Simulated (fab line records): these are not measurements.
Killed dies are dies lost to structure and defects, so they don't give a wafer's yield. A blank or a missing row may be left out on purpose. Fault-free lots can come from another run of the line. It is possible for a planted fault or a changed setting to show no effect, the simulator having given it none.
Chamber matching ; flow berkeley_cmos170 ; UCB170_CONTACT_CLEAN_07 on wet_bench-03 has 3 sister chambers
The step cleans in SPM, time 600 s. 3 wafers are shown with their chamber, then 8 later ones without.

EACH WAFER AND ITS CHAMBER
wafer;chamber;bath_guard_temp_C (C)
L074.4;2;120.34
L090.5;0;120.20
L089.2;3;120.69

WAFERS WHOSE CHAMBER IS MISSING
wafer;bath_guard_temp_C (C)
L089.4;120.34
L089.6;120.33
L091.3;120.29
L091.5;120.22
L091.6;120.20
L096.2;120.43
L096.3;120.85
L096.5;120.50

THE CHAMBER EACH PASSED THROUGH
wafer;from the rows above;in truth
L089.4;can't be placed: 2 or 0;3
L089.6;can't be placed: 2 or 0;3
L091.3;can't be placed: 2 or 0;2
L091.5;can't be placed: 0 or 2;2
L091.6;can't be placed: 0 or 2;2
L096.2;can't be placed: 2 or 0 or 3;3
L096.3;3;3
L096.5;can't be placed: 2 or 3 or 0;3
1 of 8 placed correctly. These rows do not allow placing 7 (true chamber among the candidates in 5). 0 placed wrongly.
How it was worked out, from the rows above alone: a wafer's distance from a chamber is the root of the sum, over the readings, of the square of ((its reading less the chamber's mean) divided by the reading's scatter). If the next closest chamber is less than 2 further off than the closest, the wafer can't be placed; otherwise it belongs to the closest. For every chamber, the mean is computed from those of its wafers that are shown. The scatter (one wafer shown for each chamber): square how far every hidden wafer sits from the nearest shown wafer, average those squares and take the square root.
